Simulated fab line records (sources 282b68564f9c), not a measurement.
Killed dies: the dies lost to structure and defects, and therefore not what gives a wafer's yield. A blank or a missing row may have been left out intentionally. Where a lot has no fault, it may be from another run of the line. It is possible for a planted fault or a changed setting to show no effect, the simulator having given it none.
fab line records | flow ritCmos
record: lots: 5 | wafers: 23
route steps=202 shown SPACER@128 SDANNEAL@153 SILICIDE@162 CONTACT@173 M1@184
startH: start of the lot's first displayed wafer, in hours after the record's first day | waitH: hours since the lot's step before | " identical to the entry in the row above | L1.1+2: a row that stands for several wafers | - value missing, or start not given | * or withheld: withheld | < > ~ a bound
route shown NAME@n: a module of which the file shows steps, and the number in the route of the first | usual: mean/standard deviation of fault-free wafers | same: alike in all rows | chamber/n: place in a boat | sites: each site's reading | _std_site: how widely they spread, as a standard deviation | _edge_site: outer sites' mean less inner sites' | radiusMm: for every site, how far away it sits from the centre of the wafer | mask NAME#n: copy n | behind: tool/chamber where the wafer was last shaped | hold: what put the lot on hold/how long, in hours/how the hold closed | device: names the non-switching transistor (n, p or np) | end of line: tests of these same wafers at the route's end | step lacking rows: just its recipe | killed: not the wafer's yield, but the dies lost to structure and defects at the first sort | map: a wafer's dies, marking killed ones x, the rest . and places with no die _
set.NAME: setting as actually run; set.NAME@STEP: the setting as run at that earlier step | model.NAME: the simulator's own value behind a step, which no gauge read
lots whose settings were changed on purpose; a table a step, a row a wafer
== steps ==
step: RIT_SPACER_CVD_03
recipe: material: Si3N4 | targetThkNm: 250 | tempC: 810 | precursor: SiH2Cl2/NH3 | timeS: 3300 | pressureMtorr: 300 | sih2cl2FlowSccm: 60 | nh3FlowSccm: 150
lot.wafer | tool     | chamber | startH | waitH | set.timeS | model.Si3N4_of_SPACER_CVD_03.thkNm
L075.1+5  | -        | -       | -      | 0.0   | 3511      | 268.3
L075.2    | "        | -       | "      | "     | 3511      | 265.7
L075.4    | "        | -       | "      | "     | 3511      | 267.7
L075.6    | "        | -       | "      | "     | 3511      | 267.5
L079.2+6  | -        | -       | -      | 0.0   | 3029      | 231.2
L079.3    | "        | -       | "      | "     | 3029      | 230.9
L079.4    | "        | -       | "      | "     | 3029      | 229.5
L079.5    | "        | -       | "      | "     | 3029      | 230.3
L080.2    | -        | -       | -      | 0.0   | 3300      | 249.8
L080.3    | "        | -       | "      | "     | 3300      | 254.1
L080.4    | "        | -       | "      | "     | 3300      | 253.2
L080.5    | "        | -       | "      | "     | 3300      | 249.4
L080.6    | "        | -       | "      | "     | 3300      | 252.8
L082.2    | -        | -       | -      | 0.0   | 3109      | 237.1
L082.3    | "        | -       | "      | "     | 3109      | 237
L082.4    | "        | -       | "      | "     | 3109      | 237.7
L082.5    | "        | -       | "      | "     | 3109      | 239.3
L082.6    | "        | -       | "      | "     | 3109      | 237.6
L084.1    | lpcvd-01 | 0       | 95.08  | 0.0   | 3300      | 252.2
L084.2    | "        | 0       | "      | "     | 3300      | 249.6
L084.6    | "        | 0       | "      | "     | 3300      | 249.5
step: RIT_SPACER_THK_MEAS_04
recipe: reads: Si3N4_of_SPACER_CVD_03
usual: SPACER_NITRIDE_THK: 251.9/1.6
lot.wafer | tool         | chamber | startH | waitH | set.timeS@SPACER_CVD_03 | SPACER_NITRIDE_THK[nm]
L075.1    | filmMetro-02 | -       | -      | -     | 3511                    | 268.3
L075.2    | "            | -       | "      | "     | 3511                    | 265.6
L075.4    | "            | -       | "      | "     | 3511                    | 267.8
L075.5    | "            | -       | "      | "     | 3511                    | 268.2
L075.6    | "            | -       | "      | "     | 3511                    | 267.6
L079.2    | filmMetro-02 | -       | -      | -     | 3029                    | 231.4
L079.3    | "            | -       | "      | "     | 3029                    | 230.7
L079.4    | "            | -       | "      | "     | 3029                    | 229.5
L079.5    | "            | -       | "      | "     | 3029                    | 230.4
L079.6    | "            | -       | "      | "     | 3029                    | 231.4
L080.2    | filmMetro-01 | -       | -      | -     | 3300                    | 249.6
L080.3    | "            | -       | "      | "     | 3300                    | 253.9
L080.4    | "            | -       | "      | "     | 3300                    | 253.1
L080.5    | "            | -       | "      | "     | 3300                    | 249.4
L080.6    | "            | -       | "      | "     | 3300                    | 252.6
L082.2    | filmMetro-04 | -       | -      | -     | 3109                    | 237.3
L082.3    | "            | -       | "      | "     | 3109                    | 237.1
L082.4    | "            | -       | "      | "     | 3109                    | 237.6
L082.5    | "            | -       | "      | "     | 3109                    | 239.2
L082.6    | "            | -       | "      | "     | 3109                    | 237.7
L084.1    | filmMetro-02 | -       | 97.00  | 0.0   | 3300                    | 252.1
L084.2    | "            | -       | "      | "     | 3300                    | 249.5
L084.6    | "            | -       | "      | "     | 3300                    | 249.3
step: RIT_SPACER_ETCHBACK_05
recipe: targetDepthA: 2500 | SF6_flow_sccm: 30 | CHF3_flow_sccm: 30 | target: Si3N4 | chemistry: SF6/CHF3 | pressureMtorr: 40 | rfW: 250 | timeS: 240 | stopOn: SiO2
lot.wafer | tool       | chamber | startH | waitH | set.timeS@SPACER_CVD_03 | model.etch.depthNm | model.Si3N4_of_SPACER_CVD_03.thkNm
L075.1    | rieDiel-02 | 2       | 55.54  | 0.1   | 3511                    | 268.3              | 211.4
L075.2    | "          | 0       | "      | "     | 3511                    | -                  | 207.9
L075.4    | "          | 3       | "      | "     | 3511                    | 267.7              | 212.6
L075.5    | "          | 2       | "      | "     | 3511                    | -                  | 211.8
L075.6    | "          | 1       | "      | "     | 3511                    | -                  | 210.3
L079.2    | rieDiel-02 | 1       | 70.24  | 0.0   | 3029                    | -                  | 181.2
L079.3    | "          | 2       | "      | "     | 3029                    | -                  | 182.7
L079.4    | "          | 1       | "      | "     | 3029                    | 229.5              | 179.8
L079.5    | "          | 2       | "      | "     | 3029                    | 230.3              | 181.9
L079.6    | "          | 3       | "      | "     | 3029                    | -                  | 182.9
L080.2    | rieDiel-04 | 3       | 76.24  | 0.0   | 3300                    | 249.8              | 198.7
L080.3    | "          | 0       | "      | "     | 3300                    | 254.1              | 198
L080.4    | "          | 2       | "      | "     | 3300                    | -                  | 200.1
L080.5    | "          | 0       | "      | "     | 3300                    | -                  | 194.5
L080.6    | "          | 1       | "      | "     | 3300                    | -                  | 199.7
L082.2    | rieDiel-03 | 0       | 86.65  | 0.0   | 3109                    | 237.1              | 186.5
L082.3    | "          | 3       | "      | "     | 3109                    | -                  | 185.7
L082.4    | "          | 2       | "      | "     | 3109                    | -                  | 185.2
L082.5    | "          | 0       | "      | "     | 3109                    | -                  | 188.7
L082.6    | "          | 3       | "      | "     | 3109                    | 237.6              | 186.2
L084.1    | rieDiel-04 | 0       | 97.06  | 0.1   | 3300                    | 252.2              | 196.1
L084.2    | "          | 1       | "      | "     | 3300                    | 249.6              | 195.7
L084.6    | "          | 2       | "      | "     | 3300                    | 249.5              | 196.7
step: RIT_SDANNEAL_CLEAN_00
recipe: chemistry: SC1 | mix: 3:3:50 | timeS: 600 | tempC: 75
lot.wafer | tool        | chamber | startH | waitH | set.tempC | model.poly-Si_of_GATE_CVD_08.thkNm
L075.1    | -           | -       | -      | 0.1   | 75        | 162.2
L075.2+5  | "           | -       | "      | "     | 75        | 161.8
L075.4    | "           | -       | "      | "     | 75        | 165.3
L075.6    | "           | -       | "      | "     | 75        | 163.5
L079.2    | -           | -       | -      | 0.0   | 78.23     | 172.6
L079.3    | "           | -       | "      | "     | 78.23     | 175.1
L079.4    | "           | -       | "      | "     | 78.23     | 171.9
L079.5    | "           | -       | "      | "     | 78.23     | 177.4
L079.6    | "           | -       | "      | "     | 78.23     | 174.1
L080.2    | -           | -       | -      | 0.0   | 78.67     | 182.4
L080.3    | "           | -       | "      | "     | 78.67     | 179.6
L080.4    | "           | -       | "      | "     | 78.67     | 185.3
L080.5    | "           | -       | "      | "     | 78.67     | 178.8
L080.6    | "           | -       | "      | "     | 78.67     | 182.1
L082.2    | -           | -       | -      | 0.0   | 75        | 146.8
L082.3    | "           | -       | "      | "     | 75        | 143.8
L082.4    | "           | -       | "      | "     | 75        | 141.8
L082.5    | "           | -       | "      | "     | 75        | 145.1
L082.6    | "           | -       | "      | "     | 75        | 143.6
L084.1    | wetBench-02 | 3       | 100.24 | 0.1   | 75        | 157.8
L084.2    | "           | 3       | "      | "     | 75        | 160.4
L084.6    | "           | 3       | "      | "     | 75        | 163.4
step: RIT_SILICIDE_SPUTTER_01
recipe: material: Ti | targetThkNm: 30 | powerW: 350 | chamberPressurePa: 0.667 | gas: Ar | timeS: 240 | substrateTempC: 25
lot.wafer | tool          | chamber | startH | waitH | set.powerW | model.Ti_of_SILICIDE_SPUTTER_01.thkNm
L075.1    | pvdSputter-04 | -       | 59.80  | 0.0   | 350        | 29.28
L075.2    | "             | -       | "      | "     | 350        | 28.9
L075.4    | "             | -       | "      | "     | 350        | 30.1
L075.5    | "             | -       | "      | "     | 350        | 29.85
L075.6    | "             | -       | "      | "     | 350        | 30.04
L079.2    | pvdSputter-02 | -       | 74.31  | 0.0   | 350        | 30.46
L079.3    | "             | -       | "      | "     | 383.3      | 32.6
L079.4    | "             | -       | "      | "     | 383.3      | 32.96
L079.5    | "             | -       | "      | "     | 350        | 30.01
L079.6    | "             | -       | "      | "     | 383.3      | 32.7
L080.2    | pvdSputter-01 | -       | 80.17  | 0.0   | 350        | 30.22
L080.3    | "             | -       | "      | "     | 382.9      | 32.32
L080.4    | "             | -       | "      | "     | 382.9      | 33.28
L080.5    | "             | -       | "      | "     | 350        | 30.44
L080.6    | "             | -       | "      | "     | 382.9      | 32.61
L082.2    | pvdSputter-01 | -       | 90.68  | 0.0   | 350        | 29.91
L082.3    | "             | -       | "      | "     | 350        | 29.9
L082.4    | "             | -       | "      | "     | 380.9      | 32.69
L082.5    | "             | -       | "      | "     | 380.9      | 32.57
L082.6    | "             | -       | "      | "     | 380.9      | 31.95
L084.1    | pvdSputter-01 | -       | 101.16 | 0.0   | 350        | 29.63
L084.2    | "             | -       | "      | "     | 350        | 30.48
L084.6    | "             | -       | "      | "     | 350        | 30.27
step: RIT_SILICIDE_RS_MEAS_02
recipe: thkMeasGauge: four-point-probe | reads: Ti_of_SILICIDE_SPUTTER_01
usual: SILICIDE_TI_RS: 48.1/0.83
lot.wafer | tool         | chamber | startH | waitH | set.powerW@SILICIDE_SPUTTER_01 | SILICIDE_TI_RS[ohm/sq]
L075.1    | filmMetro-02 | -       | 59.95  | 0.1   | 350                            | 49.4
L075.2    | "            | -       | "      | "     | 350                            | 50.3
L075.4    | "            | -       | "      | "     | 350                            | 47.8
L075.5    | "            | -       | "      | "     | 350                            | 48.3
L075.6    | "            | -       | "      | "     | 350                            | 47.8
L079.2    | filmMetro-02 | -       | 74.48  | 0.1   | 350                            | 47.1
L079.3    | "            | -       | "      | "     | 383.3                          | 43.2
L079.4    | "            | -       | "      | "     | 383.3                          | 42.6
L079.5    | "            | -       | "      | "     | 350                            | 47.9
L079.6    | "            | -       | "      | "     | 383.3                          | 43.0
L080.2    | filmMetro-02 | -       | 80.34  | 0.1   | 350                            | 47.6
L080.3    | "            | -       | "      | "     | 382.9                          | 43.7
L080.4    | "            | -       | "      | "     | 382.9                          | 42.1
L080.5    | "            | -       | "      | "     | 350                            | 47.1
L080.6    | "            | -       | "      | "     | 382.9                          | 43.1
L082.2    | filmMetro-03 | -       | 90.85  | 0.1   | 350                            | 48.0
L082.3    | "            | -       | "      | "     | 350                            | 48.1
L082.4    | "            | -       | "      | "     | 380.9                          | 43.0
L082.5    | "            | -       | "      | "     | 380.9                          | 43.2
L082.6    | "            | -       | "      | "     | 380.9                          | 44.2
L084.1    | filmMetro-02 | -       | 101.31 | 0.1   | 350                            | 48.7
L084.2    | "            | -       | "      | "     | 350                            | 47.0
L084.6    | "            | -       | "      | "     | 350                            | 47.4
step: RIT_SILICIDE_THK_MEAS_03
recipe: thkMeasGauge: xrf | reads: Ti_of_SILICIDE_SPUTTER_01
usual: SILICIDE_TI_THK: 29.9/0.39
lot.wafer | tool         | chamber | startH | waitH | set.powerW@SILICIDE_SPUTTER_01 | SILICIDE_TI_THK[nm]
L075.1    | filmMetro-02 | -       | 60.07  | 0.1   | 350                            | 29.4
L075.2    | "            | -       | "      | "     | 350                            | 29.0
L075.4    | "            | -       | "      | "     | 350                            | 30.3
L075.5    | "            | -       | "      | "     | 350                            | 29.9
L075.6    | "            | -       | "      | "     | 350                            | 30.2
L079.2    | filmMetro-02 | -       | 74.59  | 0.1   | 350                            | 30.5
L079.3    | "            | -       | "      | "     | 383.3                          | 32.8
L079.4    | "            | -       | "      | "     | 383.3                          | 33.3
L079.5    | "            | -       | "      | "     | 350                            | 30.1
L079.6    | "            | -       | "      | "     | 383.3                          | 32.8
L080.2    | filmMetro-02 | -       | 80.45  | 0.1   | 350                            | 30.3
L080.3    | "            | -       | "      | "     | 382.9                          | 32.5
L080.4    | "            | -       | "      | "     | 382.9                          | 33.4
L080.5    | "            | -       | "      | "     | 350                            | 30.5
L080.6    | "            | -       | "      | "     | 382.9                          | 32.9
L082.2    | filmMetro-03 | -       | 90.96  | 0.1   | 350                            | 29.8
L082.3    | "            | -       | "      | "     | 350                            | 29.9
L082.4    | "            | -       | "      | "     | 380.9                          | 32.5
L082.5    | "            | -       | "      | "     | 380.9                          | 32.5
L082.6    | "            | -       | "      | "     | 380.9                          | 31.7
L084.1    | filmMetro-02 | -       | 101.43 | 0.1   | 350                            | 29.5
L084.2    | "            | -       | "      | "     | 350                            | 30.2
L084.6    | "            | -       | "      | "     | 350                            | 30.0
step: RIT_CONTACT_EXPOSE_05
recipe: maskId: M11 | na: 0.6 | sourceShape: conventional | sigmaOuter: 0.5 | targetCdNm: 1000 | doseMj: 250
lot.wafer      | tool            | chamber | startH | waitH | mask  | set.doseMj
L075.1+2+4+5+6 | ilineStepper-01 | 0       | 61.00  | 0.2   | M11#0 | 250
L079.2+6       | ilineStepper-01 | 0       | 75.53  | 0.2   | M11#0 | 267
L079.3+4+5     | "               | 0       | "      | "     | M11#0 | 250
L080.2+4+6     | ilineStepper-01 | 0       | 81.25  | 0.1   | M11#0 | 250
L080.3+5       | "               | 0       | "      | "     | M11#0 | 259.8
L082.2+3+4     | ilineStepper-02 | 0       | 91.89  | 0.2   | M11#0 | 257.3
L082.5+6       | "               | 0       | "      | "     | M11#0 | 250
L084.1+2+6     | ilineStepper-01 | 0       | 103.79 | 1.7   | M11#0 | 250
step: RIT_CONTACT_PEB_06
recipe: resist: NOVOLAK | tempC: withheld | timeS: withheld
step: RIT_CONTACT_DEVELOP_07
recipe: resist: NOVOLAK | developTimeS: 123 | devTempC: 23
lot.wafer  | tool          | chamber | startH | waitH | set.doseMj@CONTACT_EXPOSE_05 | model.CONTACT.cdNm
L075.1+5   | lithoTrack-02 | 0       | -      | -     | 250                          | 998.4
L075.2+6   | "             | 0       | "      | "     | 250                          | 1000
L075.4     | "             | 0       | "      | "     | 250                          | 999.5
L079.2     | lithoTrack-03 | 0       | -      | -     | 267                          | 1016
L079.3     | "             | 0       | "      | "     | 250                          | 998.7
L079.4+5   | "             | 0       | "      | "     | 250                          | 998
L079.6     | "             | 0       | "      | "     | 267                          | 1017
L080.2+4+6 | lithoTrack-02 | 0       | -      | -     | 250                          | 1004
L080.3+5   | "             | 0       | "      | "     | 259.8                        | 1015
L082.2+4   | lithoTrack-01 | 0       | -      | -     | 257.3                        | 1008
L082.3     | "             | 0       | "      | "     | 257.3                        | 1009
L082.5     | "             | 0       | "      | "     | 250                          | 1003
L082.6     | "             | 0       | "      | "     | 250                          | 1002
L084.1     | lithoTrack-01 | 0       | -      | -     | 250                          | 998.9
L084.2     | "             | 0       | "      | "     | 250                          | 998
L084.6     | "             | 0       | "      | "     | 250                          | 998.5
step: RIT_CONTACT_CD_MEAS_08
recipe: targetCdNm: 1000
usual: cdNm: 1000.2/2.8
lot.wafer | tool     | chamber | startH | waitH | set.doseMj@CONTACT_EXPOSE_05 | cdNm
L075.1    | cdSem-02 | -       | 61.51  | -     | 250                          | 998.1
L075.2    | "        | -       | "      | "     | 250                          | 1000.2
L075.4    | "        | -       | "      | "     | 250                          | 999.4
L075.5    | "        | -       | "      | "     | 250                          | 998.6
L075.6    | "        | -       | "      | "     | 250                          | 1000.0
L079.2    | cdSem-02 | -       | 76.04  | -     | 267                          | 1016.1
L079.3    | "        | -       | "      | "     | 250                          | 998.6
L079.4    | "        | -       | "      | "     | 250                          | 997.8
L079.5    | "        | -       | "      | "     | 250                          | 997.8
L079.6    | "        | -       | "      | "     | 267                          | 1016.8
L080.2    | cdSem-02 | -       | 81.77  | -     | 250                          | 1004.2
L080.3    | "        | -       | "      | "     | 259.8                        | 1014.6
L080.4    | "        | -       | "      | "     | 250                          | 1004.3
L080.5    | "        | -       | "      | "     | 259.8                        | 1015.1
L080.6    | "        | -       | "      | "     | 250                          | 1004.1
L082.2    | cdSem-01 | -       | 92.41  | -     | 257.3                        | 1007.7
L082.3    | "        | -       | "      | "     | 257.3                        | 1009.3
L082.4    | "        | -       | "      | "     | 257.3                        | 1008.4
L082.5    | "        | -       | "      | "     | 250                          | 1002.8
L082.6    | "        | -       | "      | "     | 250                          | 1001.7
L084.1    | cdSem-01 | -       | 104.44 | -     | 250                          | 999.0
L084.2    | "        | -       | "      | "     | 250                          | 997.8
L084.6    | "        | -       | "      | "     | 250                          | 998.5
step: RIT_CONTACT_HARDBAKE_10
recipe: resist: NOVOLAK | tempC: 140 | timeS: 60
step: RIT_CONTACT_ETCH_11
recipe: targetDepthA: 4800 | overEtchFrac: 0.2 | stopOn: TiSi2 | chemistry: CHF3/CF4/Ar | target: SiO2 | CHF3_flow_sccm: 50 | cf4FlowSccm: 10 | Ar_flow_sccm: 100 | O2_flow_sccm: 5 | pressureMtorr: 100 | rfW: 200 | timeS: 320
step: RIT_CONTACT_STRIP_12
recipe: chemistry: O2 | timeS: 180 | resist: NOVOLAK | platenTempC: withheld | powerW: 500 | pressureMtorr: 4000 | o2FlowSccm: 4000
step: RIT_CONTACT_CD_MEAS_90
recipe: targetCdNm: 1000
usual: cdNm: 1000.3/2.7
lot.wafer | tool     | chamber | startH | waitH | set.doseMj@CONTACT_EXPOSE_05 | cdNm
L075.1    | cdSem-02 | -       | 62.19  | 0.1   | 250                          | 999.2
L075.2    | "        | -       | "      | "     | 250                          | 1000.2
L075.4    | "        | -       | "      | "     | 250                          | 999.7
L075.5    | "        | -       | "      | "     | 250                          | 998.5
L075.6    | "        | -       | "      | "     | 250                          | 1000.7
L079.2    | cdSem-01 | -       | 76.79  | 0.1   | 267                          | 1016.7
L079.3    | "        | -       | "      | "     | 250                          | 999.1
L079.4    | "        | -       | "      | "     | 250                          | 998.6
L079.5    | "        | -       | "      | "     | 250                          | 998.0
L079.6    | "        | -       | "      | "     | 267                          | 1017.3
L080.2    | cdSem-02 | -       | 82.63  | 0.1   | 250                          | 1004.2
L080.3    | "        | -       | "      | "     | 259.8                        | 1014.5
L080.4    | "        | -       | "      | "     | 250                          | 1004.5
L080.5    | "        | -       | "      | "     | 259.8                        | 1014.6
L080.6    | "        | -       | "      | "     | 250                          | 1003.8
L082.2    | cdSem-02 | -       | 93.08  | 0.1   | 257.3                        | 1007.8
L082.3    | "        | -       | "      | "     | 257.3                        | 1008.7
L082.4    | "        | -       | "      | "     | 257.3                        | 1008.1
L082.5    | "        | -       | "      | "     | 250                          | 1002.0
L082.6    | "        | -       | "      | "     | 250                          | 1001.9
L084.1    | cdSem-01 | -       | 105.12 | 0.1   | 250                          | 998.7
L084.2    | "        | -       | "      | "     | 250                          | 998.1
L084.6    | "        | -       | "      | "     | 250                          | 998.1
step: RIT_M1_SPUTTER_00
recipe: material: Al | targetThkNm: 400 | powerW: 2000 | chamberPressurePa: 0.4 | gas: Ar | timeS: 500 | substrateTempC: 25
lot.wafer | tool          | chamber | startH | waitH | set.timeS | model.Al_of_M1_SPUTTER_00.thkNm
L075.1    | pvdSputter-03 | -       | 62.67  | 0.0   | 500       | 403
L075.2    | "             | -       | "      | "     | 544.4     | 433.3
L075.4    | "             | -       | "      | "     | 500       | 393.7
L075.5    | "             | -       | "      | "     | 544.4     | 433.9
L075.6    | "             | -       | "      | "     | 544.4     | 437.5
L079.2    | pvdSputter-04 | -       | 77.24  | 0.0   | 538.1     | 437.3
L079.3    | "             | -       | "      | "     | 538.1     | 426.9
L079.4    | "             | -       | "      | "     | 500       | 409.4
L079.5    | "             | -       | "      | "     | 500       | 406.3
L079.6    | "             | -       | "      | "     | 538.1     | 428.1
L080.2    | pvdSputter-02 | -       | 83.08  | 0.0   | 500       | 408.1
L080.3    | "             | -       | "      | "     | 500       | 403.3
L080.4    | "             | -       | "      | "     | 532       | 423.4
L080.5    | "             | -       | "      | "     | 532       | 425
L080.6    | "             | -       | "      | "     | 532       | 434
L082.2    | pvdSputter-04 | -       | 93.53  | 0.0   | 500       | 405.1
L082.3    | "             | -       | "      | "     | 539.1     | 444.8
L082.4    | "             | -       | "      | "     | 539.1     | 444.1
L082.5    | "             | -       | "      | "     | 539.1     | 440.5
L082.6    | "             | -       | "      | "     | 500       | 417.6
L084.1    | pvdSputter-04 | -       | 105.60 | 0.0   | 500       | 407.9
L084.2    | "             | -       | "      | "     | 500       | 398.6
L084.6    | "             | -       | "      | "     | 500       | 413
step: RIT_M1_RS_MEAS_01
recipe: thkMeasGauge: four-point-probe | reads: Al_of_M1_SPUTTER_00
usual: M1_AL_RS: 0.0724/0.00096
lot.wafer | tool         | chamber | startH | waitH | set.timeS@M1_SPUTTER_00 | M1_AL_RS[ohm/sq]
L075.1    | filmMetro-04 | -       | 62.97  | 0.1   | 500                     | 0.0727
L075.2    | "            | -       | "      | "     | 544.4                   | 0.0676
L075.4    | "            | -       | "      | "     | 500                     | 0.0745
L075.5    | "            | -       | "      | "     | 544.4                   | 0.0674
L075.6    | "            | -       | "      | "     | 544.4                   | 0.0670
L079.2    | filmMetro-04 | -       | 77.55  | 0.2   | 538.1                   | 0.0671
L079.3    | "            | -       | "      | "     | 538.1                   | 0.0685
L079.4    | "            | -       | "      | "     | 500                     | 0.0717
L079.5    | "            | -       | "      | "     | 500                     | 0.0721
L079.6    | "            | -       | "      | "     | 538.1                   | 0.0685
L080.2    | filmMetro-03 | -       | 83.39  | 0.2   | 500                     | 0.0720
L080.3    | "            | -       | "      | "     | 500                     | 0.0727
L080.4    | "            | -       | "      | "     | 532                     | 0.0694
L080.5    | "            | -       | "      | "     | 532                     | 0.0688
L080.6    | "            | -       | "      | "     | 532                     | 0.0675
L082.2    | filmMetro-04 | -       | 93.85  | 0.2   | 500                     | 0.0725
L082.3    | "            | -       | "      | "     | 539.1                   | 0.0658
L082.4    | "            | -       | "      | "     | 539.1                   | 0.0658
L082.5    | "            | -       | "      | "     | 539.1                   | 0.0666
L082.6    | "            | -       | "      | "     | 500                     | 0.0703
L084.1    | filmMetro-04 | -       | 105.90 | 0.1   | 500                     | 0.0720
L084.2    | "            | -       | "      | "     | 500                     | 0.0738
L084.6    | "            | -       | "      | "     | 500                     | 0.0713
step: RIT_M1_THK_MEAS_02
recipe: thkMeasGauge: xrf | reads: Al_of_M1_SPUTTER_00
usual: M1_AL_THK: 404/5.6
lot.wafer | tool         | chamber | startH | waitH | set.timeS@M1_SPUTTER_00 | M1_AL_THK[nm]
L075.1    | filmMetro-04 | -       | 63.09  | 0.1   | 500                     | 400
L075.2    | "            | -       | "      | "     | 544.4                   | 432
L075.4    | "            | -       | "      | "     | 500                     | 391
L075.5    | "            | -       | "      | "     | 544.4                   | 433
L075.6    | "            | -       | "      | "     | 544.4                   | 433
L079.2    | filmMetro-04 | -       | 77.66  | 0.1   | 538.1                   | 435
L079.3    | "            | -       | "      | "     | 538.1                   | 424
L079.4    | "            | -       | "      | "     | 500                     | 407
L079.5    | "            | -       | "      | "     | 500                     | 403
L079.6    | "            | -       | "      | "     | 538.1                   | 423
L080.2    | filmMetro-03 | -       | 83.50  | 0.1   | 500                     | 407
L080.3    | "            | -       | "      | "     | 500                     | 404
L080.4    | "            | -       | "      | "     | 532                     | 423
L080.5    | "            | -       | "      | "     | 532                     | 424
L080.6    | "            | -       | "      | "     | 532                     | 434
L082.2    | filmMetro-04 | -       | 93.96  | 0.1   | 500                     | 404
L082.3    | "            | -       | "      | "     | 539.1                   | 443
L082.4    | "            | -       | "      | "     | 539.1                   | 442
L082.5    | "            | -       | "      | "     | 539.1                   | 438
L082.6    | "            | -       | "      | "     | 500                     | 418
L084.1    | filmMetro-04 | -       | 106.02 | 0.1   | 500                     | 408
L084.2    | "            | -       | "      | "     | 500                     | 396
L084.6    | "            | -       | "      | "     | 500                     | 411
step: RIT_M1_DEVELOP_08
recipe: resist: NOVOLAK | developTimeS: 68 | devTempC: 23
lot.wafer      | tool          | chamber | startH | waitH | set.devTempC
L075.1+4+5     | lithoTrack-01 | 0       | -      | -     | 20.48
L075.2+6       | "             | 0       | "      | "     | 23
L079.2+4+5     | lithoTrack-04 | 0       | -      | -     | 23
L079.3+6       | "             | 0       | "      | "     | 26.53
L080.2+3+4+5+6 | lithoTrack-01 | 0       | -      | -     | 23
L082.2+3+5     | lithoTrack-04 | 0       | -      | -     | 20.11
L082.4+6       | "             | 0       | "      | "     | 23
L084.1+2+6     | lithoTrack-04 | 0       | -      | -     | 23
step: RIT_M1_HARDBAKE_11
recipe: resist: NOVOLAK | tempC: 140 | timeS: 120
step: RIT_M1_METAL_ETCH_12
recipe: stopOn: SiO2 | chemistry: Cl2/BCl3 | target: Al | timeS: 165 | overEtchFrac: 0.4724 | pressureMtorr: 100 | targetDepthA: 6000 | rfW: 250 | Cl2_flow_sccm: 60 | bcl3FlowSccm: 50
usual: oesProductAu: 0.801/0.012
lot.wafer | tool        | chamber | startH | waitH | set.powerW@SILICIDE_SPUTTER_01 | set.timeS@M1_SPUTTER_00 | oesProductAu | model.SiO2_of_CONTACT_CVD_00.thkNm
L075.1    | rieMetal-01 | 1       | 64.72  | 0.2   | 350                            | 500                     | 0.793        | 401.4
L075.2    | "           | 0       | "      | "     | 350                            | 544.4                   | 0.850        | -
L075.4    | "           | 1       | "      | "     | 350                            | 500                     | 0.792        | 401.1
L075.5    | "           | 1       | "      | "     | 350                            | 544.4                   | 0.840        | -
L075.6    | "           | 0       | "      | "     | 350                            | 544.4                   | 0.854        | -
L079.2    | rieMetal-02 | 0       | 79.12  | 0.2   | 350                            | 538.1                   | 0.833        | -
L079.3    | "           | 1       | "      | "     | 383.3                          | 538.1                   | 0.820        | -
L079.4    | "           | 0       | "      | "     | 383.3                          | 500                     | 0.795        | 405.9
L079.5    | "           | 1       | "      | "     | 350                            | 500                     | 0.790        | 401.3
L079.6    | "           | 0       | "      | "     | 383.3                          | 538.1                   | 0.823        | -
L080.2    | rieMetal-03 | 1       | 84.84  | 0.2   | 350                            | 500                     | 0.787        | 383.7
L080.3    | "           | 0       | "      | "     | 382.9                          | 500                     | 0.810        | 392.7
L080.4    | "           | 1       | "      | "     | 382.9                          | 532                     | 0.810        | -
L080.5    | "           | 0       | "      | "     | 350                            | 532                     | 0.831        | -
L080.6    | "           | 1       | "      | "     | 382.9                          | 532                     | 0.824        | -
L082.2    | rieMetal-01 | 1       | 95.29  | 0.2   | 350                            | 500                     | 0.810        | 389.2
L082.3    | "           | 0       | "      | "     | 350                            | 539.1                   | 0.867        | -
L082.4    | "           | 1       | "      | "     | 380.9                          | 539.1                   | 0.853        | -
L082.5    | "           | 0       | "      | "     | 380.9                          | 539.1                   | 0.860        | -
L082.6    | "           | 1       | "      | "     | 380.9                          | 500                     | 0.817        | 394.3
L084.1    | rieMetal-02 | 1       | 107.36 | 0.2   | 350                            | 500                     | 0.806        | 364.1
L084.2    | "           | 0       | "      | "     | 350                            | 500                     | 0.782        | 359
L084.6    | "           | 1       | "      | "     | 350                            | 500                     | 0.799        | 362.5
== key ==
split: step: RIT_SPACER_CVD_03 | setting: timeS | stated: 3300 | by: lot
response: step: RIT_SPACER_CVD_03 | reading: model.Si3N4_of_SPACER_CVD_03.thkNm | change: +2.49 | per: 1% | r: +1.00
response: step: RIT_SPACER_THK_MEAS_04 | reading: SPACER_NITRIDE_THK | change: +2.49 | per: 1% | r: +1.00
response: step: RIT_SPACER_ETCHBACK_05 | reading: model.etch.depthNm | change: +2.56 | per: 1% | r: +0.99
response: step: RIT_SPACER_ETCHBACK_05 | reading: model.Si3N4_of_SPACER_CVD_03.thkNm | change: +1.98 | per: 1% | r: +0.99
split: step: RIT_SDANNEAL_CLEAN_00 | setting: tempC | stated: 75 | by: lot
response: step: RIT_SDANNEAL_CLEAN_00 | reading: model.poly-Si_of_GATE_CVD_08.thkNm | change: +5.01 | per: 1% | r: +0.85
split: step: RIT_SILICIDE_SPUTTER_01 | setting: powerW | stated: 350 | by: wafer
response: step: RIT_SILICIDE_SPUTTER_01 | reading: model.Ti_of_SILICIDE_SPUTTER_01.thkNm | change: +0.267 | per: 1% | r: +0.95
response: step: RIT_SILICIDE_RS_MEAS_02 | reading: SILICIDE_TI_RS | change: -0.488 | per: 1% | r: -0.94
response: step: RIT_SILICIDE_THK_MEAS_03 | reading: SILICIDE_TI_THK | change: +0.273 | per: 1% | r: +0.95
response: step: RIT_M1_METAL_ETCH_12 | reading: model.SiO2_of_CONTACT_CVD_00.thkNm | change: +0.677 | per: 1% | r: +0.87
split: step: RIT_CONTACT_EXPOSE_05 | setting: doseMj | stated: 250 | by: wafer
response: step: RIT_CONTACT_DEVELOP_07 | reading: model.CONTACT.cdNm | change: +2.63 | per: 1% | r: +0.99
response: step: RIT_CONTACT_CD_MEAS_08 | reading: cdNm | change: +2.63 | per: 1% | r: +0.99
response: step: RIT_CONTACT_CD_MEAS_90 | reading: cdNm | change: +2.63 | per: 1% | r: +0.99
split: step: RIT_M1_SPUTTER_00 | setting: timeS | stated: 500 | by: wafer
response: step: RIT_M1_SPUTTER_00 | reading: model.Al_of_M1_SPUTTER_00.thkNm | change: +3.71 | per: 1% | r: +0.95
response: step: RIT_M1_RS_MEAS_01 | reading: M1_AL_RS | change: -0.000633 | per: 1% | r: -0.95
response: step: RIT_M1_THK_MEAS_02 | reading: M1_AL_THK | change: +3.67 | per: 1% | r: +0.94
response: step: RIT_M1_METAL_ETCH_12 | reading: oesProductAu | change: +0.00522 | per: 1% | r: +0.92
split: step: RIT_M1_DEVELOP_08 | setting: devTempC | stated: 23 | by: wafer
response none clear
